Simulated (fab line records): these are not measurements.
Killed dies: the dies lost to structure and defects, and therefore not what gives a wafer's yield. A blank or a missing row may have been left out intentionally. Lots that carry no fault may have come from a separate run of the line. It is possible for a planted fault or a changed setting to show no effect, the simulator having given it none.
Split-lot study    flow ritCmos    23 wafers read from 5 lots, route of 202 steps

THE SPLIT ITSELF
At RIT_NWELL_COAT_01 (resist thk 1300 nm), the setting spinRpm was moved away from the recipe's 2000 rpm on 10 of the 23 wafers read, by -7.1% to +3.2%. The other wafers ran this setting at the recipe's value.

FROM THE SPLIT TO THE READING: what the file shows between them, 3 steps
- RIT_NWELL_SOFTBAKE_02: time 60 s
- RIT_NWELL_EXPOSE_03: exposes mask M2, target cd 43900 nm
- RIT_NWELL_DEVELOP_05: develop time 68 s

THE READING
NOVOLAK_of_NWELL_COAT_01.thkNm (the simulator's own value, which no gauge read), in nm, at RIT_NWELL_HARDBAKE_07 (time 120 s). The file does not state a usual value for it. Across the 13 wafers here that went through the recipe, the average is 1136 nm and the standard deviation 2.1 nm.

wafer   tool, chamber at the split  spinRpm as run, rpm  against the recipe  NOVOLAK_of_NWELL_COAT_01.thkNm, nm  against lot-mates on the recipe
L078.1  lithoTrack-04, 0            1877                 -6.2%               1174                                +38
L078.2  lithoTrack-04, 0            1877                 -6.2%               1173                                +37
L078.3  lithoTrack-04, 0            1877                 -6.2%               1171                                +35
L078.5  lithoTrack-04, 0            2000                 recipe              1137                                -
L078.6  lithoTrack-04, 0            2000                 recipe              1135                                -
L079.1  lithoTrack-01, 0            1859                 -7.1%               1175                                +40
L079.2  lithoTrack-01, 0            2000                 recipe              1135                                -
L079.4  lithoTrack-01, 0            1859                 -7.1%               1178                                +44
L079.5  lithoTrack-01, 0            1859                 -7.1%               1179                                +44
L079.6  lithoTrack-01, 0            2000                 recipe              1134                                -
L080.1  lithoTrack-04, 0            2065                 +3.2%               1116                                -18
L080.2  lithoTrack-04, 0            2000                 recipe              1136                                -
L080.3  lithoTrack-04, 0            2065                 +3.2%               1119                                -15
L080.4  lithoTrack-04, 0            2000                 recipe              1133                                -
L080.5  lithoTrack-04, 0            2000                 recipe              1134                                -
L083.1  lithoTrack-02, 0            2000                 recipe              1139                                -
L083.6  lithoTrack-02, 0            2000                 recipe              1139                                -
L083.2  lithoTrack-02, 0            1955                 -2.2%               1151                                +13
L083.3  lithoTrack-02, 0            1955                 -2.2%               1150                                +12
L083.4  lithoTrack-02, 0            2000                 recipe              1135                                -
L084.1  lithoTrack-02, 0            2000                 recipe              1138                                -
L084.4  lithoTrack-02, 0            2000                 recipe              1139                                -
L084.6  lithoTrack-02, 0            2000                 recipe              1134                                -

THE FIT
A straight line over all 23 wafers: NOVOLAK_of_NWELL_COAT_01.thkNm changes by -5.88 nm for each +1% of spinRpm; r = -1.00; the points scatter about the line by 1.9 nm.
The same after taking each lot's own level away (the mean of its wafers on the recipe; 23 wafers): -5.91 nm for each +1%; r = -1.00; scatter 1.7 nm.
According to that fit, moving spinRpm by its largest amount changes the reading by 42 nm.
The lots' own levels span 1134.3 to 1137.7 nm, that is 1.6 times the standard deviation above.
Consequently the slope shifts little with the lot-to-lot level, the two slopes agreeing.
Check: for one of the wafers moved furthest among these (-7.1%), held out of the fit, the line's prediction against its lot-mates is +42.3 nm. Against them it came out at +40.5 nm.

OTHER SPLITS ON THESE WAFERS
Before the reading, these wafers also passed through other splits. Each is held against what the fit with the lots' levels taken away leaves over:
other split on the same wafers  wafers away from the commonest value  r with NOVOLAK_of_NWELL_COAT_01.thkNm (lot level and that fit taken away)
RIT_ACTIVE_COAT_06 resistThkNm  7                                     +0.13
RIT_ACTIVE_EXPOSE_08 doseMj     5                                     +0.15
RIT_FOX1_OXIDATION_00 tempC     15                                    -0.15

THE WHOLE CHAIN: every reading that the file lists as answering this split, in the file's order
step                   what it does        reading                                                                          change (the file's fit)               r (the file's)
RIT_NWELL_COAT_01      resist thk 1300 nm  NOVOLAK_of_NWELL_COAT_01.thkNm (the simulator's own value, which no gauge read)  -6.89 nm for each +1% of the setting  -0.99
RIT_NWELL_HARDBAKE_07  time 120 s          NOVOLAK_of_NWELL_COAT_01.thkNm (the simulator's own value, which no gauge read)  -5.93 nm for each +1% of the setting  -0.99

FILE'S OWN FIT
NOVOLAK_of_NWELL_COAT_01.thkNm changes by -5.93 nm for each +1% of spinRpm, r = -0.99.
